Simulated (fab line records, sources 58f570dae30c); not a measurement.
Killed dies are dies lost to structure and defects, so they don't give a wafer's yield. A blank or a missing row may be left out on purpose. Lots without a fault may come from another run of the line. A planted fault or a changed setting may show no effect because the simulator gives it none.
Split-lot experiment | flow berkeley_cmos170 | 5 lots, 27 wafers read, on a route of 331 steps

THE SPLIT
At UCB170_ZERO_ETCH_06 (etches SiO2 in CHF3/CF4/Ar, time 12 s), the setting target_depth_a was moved away from the recipe's 516 angstrom on 6 of the 27 wafers read, by -25.9% to -24.5%. The other wafers ran this setting at the recipe's value.

The reading is taken at the split's own step.

THE READING
oes_product_au, in a.u., at UCB170_ZERO_ETCH_06 (etches SiO2 in CHF3/CF4/Ar, time 12 s). Fault-free wafers of this fab line usually give 0.618 a.u., standard deviation 0.013 a.u..

wafer  | tool, chamber at the split | target_depth_a as run, angstrom | against the recipe | oes_product_au, a.u. | against lot-mates on the recipe
L075.1 | rie_diel-04, 2             | 516                             | recipe             | 0.611                | -
L075.2 | rie_diel-04, 1             | 516                             | recipe             | 0.632                | -
L075.3 | rie_diel-04, 0             | 516                             | recipe             | 0.634                | -
L075.4 | rie_diel-04, 3             | 516                             | recipe             | 0.595                | -
L075.5 | rie_diel-04, 2             | 516                             | recipe             | 0.612                | -
L075.6 | rie_diel-04, 1             | 516                             | recipe             | 0.634                | -
L079.3 | rie_diel-04, 3             | 516                             | recipe             | 0.597                | -
L079.4 | rie_diel-04, 0             | 516                             | recipe             | 0.637                | -
L079.6 | rie_diel-04, 0             | 516                             | recipe             | 0.630                | -
L081.1 | rie_diel-01, 1             | 382.2                           | -25.9%             | 0.707                | +0.088
L081.2 | rie_diel-01, 2             | 516                             | recipe             | 0.631                | -
L081.3 | rie_diel-01, 3             | 382.2                           | -25.9%             | 0.684                | +0.065
L081.4 | rie_diel-01, 3             | 516                             | recipe             | 0.604                | -
L081.5 | rie_diel-01, 2             | 516                             | recipe             | 0.622                | -
L081.6 | rie_diel-01, 1             | 382.2                           | -25.9%             | 0.712                | +0.093
L084.1 | rie_diel-04, 3             | 516                             | recipe             | 0.600                | -
L084.2 | rie_diel-04, 0             | 516                             | recipe             | 0.637                | -
L084.3 | rie_diel-04, 1             | 516                             | recipe             | 0.631                | -
L084.4 | rie_diel-04, 2             | 516                             | recipe             | 0.606                | -
L084.5 | rie_diel-04, 2             | 516                             | recipe             | 0.615                | -
L084.6 | rie_diel-04, 3             | 516                             | recipe             | 0.601                | -
L085.1 | rie_diel-03, 1             | 389.7                           | -24.5%             | 0.697                | +0.082
L085.2 | rie_diel-03, 0             | 516                             | recipe             | 0.609                | -
L085.3 | rie_diel-03, 2             | 516                             | recipe             | 0.612                | -
L085.4 | rie_diel-03, 3             | 516                             | recipe             | 0.625                | -
L085.5 | rie_diel-03, 3             | 389.7                           | -24.5%             | 0.698                | +0.083
L085.6 | rie_diel-03, 0             | 389.7                           | -24.5%             | 0.686                | +0.071

THE FIT
A straight line over all 27 wafers: oes_product_au changes by -0.00316 a.u. for each +1% of target_depth_a; r = -0.93; the points scatter about the line by 0.014 a.u..
The same after taking each lot's own level away (the mean of its wafers on the recipe; 27 wafers): -0.00318 a.u. for each +1%; r = -0.93; scatter 0.013 a.u..
On that fit, the largest move of target_depth_a shifts the reading by 0.082 a.u..
The lots' own levels span 0.6150 to 0.6213 a.u., that is 0.5 times the standard deviation above.
So the lot-to-lot level changes the slope little: the two slopes agree.
Check: with one of the wafers moved furthest among these (-25.9%) left out of the fit, the line predicts +0.0813 a.u. for it against its lot-mates. It came out at +0.088 a.u. against them.
Tool readings at the split's step, against how far the setting was moved: oes_product_au r = -0.93.

THE FILE'S OWN FIT
oes_product_au changes by -0.00317 a.u. for each +1% of target_depth_a, r = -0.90.
